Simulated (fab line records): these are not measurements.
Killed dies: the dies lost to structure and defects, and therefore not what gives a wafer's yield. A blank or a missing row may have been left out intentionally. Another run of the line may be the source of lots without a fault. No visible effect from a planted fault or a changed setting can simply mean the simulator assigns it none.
Lot-split experiment | flow rit-cmos | 23 wafers read across 5 lots, on a route 202 steps long

ABOUT THE SPLIT
At RIT_CONTACT_ETCH_11 (etches SiO2 in CHF3/CF4/Ar, stops on TiSi2, target depth 480 nm, time 320 s), the setting time-s was moved away from the recipe's 320 s on 9 of the 23 wafers read, by -13.6% to +7.3%. All remaining wafers had this setting at the recipe value.

The reading is taken at the split's own step.

THE READING
NOVOLAK_of_CONTACT_COAT_03.thk-nm (the simulator's own value, which no gauge read), in nm, at RIT_CONTACT_ETCH_11 (etches SiO2 in CHF3/CF4/Ar, stops on TiSi2, target depth 480 nm, time 320 s). The file does not state a usual value for it. Across the 14 wafers here that went through the recipe, the average is 784.5 nm and the standard deviation 3.6 nm.

wafer  | tool, chamber at the split | time-s as run, s | against the recipe | NOVOLAK_of_CONTACT_COAT_03.thk-nm, nm | against lot-mates on the recipe
L074.1 | rie-diel-02, 1             | 320              | recipe             | 791.5                                 | -
L074.2 | rie-diel-02, 0             | 300.2            | -6.2%              | 786.6                                 | +0.3
L074.3 | rie-diel-02, 3             | 320              | recipe             | 784.5                                 | -
L074.4 | rie-diel-02, 2             | 300.2            | -6.2%              | 799.2                                 | +12.9
L074.5 | rie-diel-02, 3             | 320              | recipe             | 782.9                                 | -
L075.1 | rie-diel-03, 3             | 276.4            | -13.6%             | 801.3                                 | +20.1
L075.2 | rie-diel-03, 2             | 276.4            | -13.6%             | 801.8                                 | +20.6
L075.3 | rie-diel-03, 1             | 320              | recipe             | 780.2                                 | -
L075.4 | rie-diel-03, 0             | 320              | recipe             | 782.1                                 | -
L075.6 | rie-diel-03, 1             | 276.4            | -13.6%             | 797.5                                 | +16.3
L078.1 | rie-diel-03, 0             | 320              | recipe             | 784.4                                 | -
L078.2 | rie-diel-03, 2             | 343.4            | +7.3%              | 782.2                                 | -4.3
L078.4 | rie-diel-03, 3             | 320              | recipe             | 789.1                                 | -
L078.5 | rie-diel-03, 0             | 320              | recipe             | 786.1                                 | -
L078.6 | rie-diel-03, 3             | 343.4            | +7.3%              | 777.3                                 | -9.2
L080.1 | rie-diel-03, 2             | 320              | recipe             | 786.9                                 | -
L080.2 | rie-diel-03, 0             | 339.5            | +6.1%              | 776.4                                 | -8.6
L080.3 | rie-diel-03, 1             | 320              | recipe             | 783.2                                 | -
L080.5 | rie-diel-03, 0             | 339.5            | +6.1%              | 774.1                                 | -10.9
L080.6 | rie-diel-03, 1             | 320              | recipe             | 784.9                                 | -
L083.3 | rie-diel-04, 2             | 320              | recipe             | 783.8                                 | -
L083.4 | rie-diel-04, 1             | 320              | recipe             | 776.2                                 | -
L083.6 | rie-diel-04, 3             | 320              | recipe             | 786.8                                 | -

FIT RESULTS
A straight line over all 23 wafers: NOVOLAK_of_CONTACT_COAT_03.thk-nm changes by -1.13 nm for each +1% of time-s; r = -0.87; the points scatter about the line by 3.9 nm.
The same after taking each lot's own level away (the mean of its wafers on the recipe; 23 wafers): -1.32 nm for each +1%; r = -0.92; scatter 3.5 nm.
On that fit, the largest move of time-s shifts the reading by 18 nm.
From 781.15 to 786.53 nm: that is the span of the lots' own levels, equal to 1.5 times the standard deviation above.
Thus the slope moves with the lot-to-lot level: the two fits are different.
Check: for one of the wafers moved furthest among these (-13.6%), held out of the fit, the line's prediction against its lot-mates is +17.4 nm. It came out at +20.1 nm against them.

THE OTHER SPLITS THESE WAFERS WENT THROUGH
Note: prior to the reading, these wafers also went through further splits. Each is held against what the fit with the lots' levels taken away leaves over:
other split on the same wafers        | wafers away from the commonest value | r with NOVOLAK_of_CONTACT_COAT_03.thk-nm (lot level and that fit taken away)
RIT_NSD_SOFTBAKE_02 temp-c            | 9                                    | -0.26
RIT_NSD_IMPLANT_08 energy-kev         | 5                                    | -0.03
RIT_SILICIDE_SPUTTER_01 power-w       | 8                                    | -0.11
RIT_CONTACT_DEVELOP_07 develop-time-s | 8                                    | +0.45

THE FILE'S OWN FIT
NOVOLAK_of_CONTACT_COAT_03.thk-nm changes by -1.3 nm for each +1% of time-s, r = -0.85.
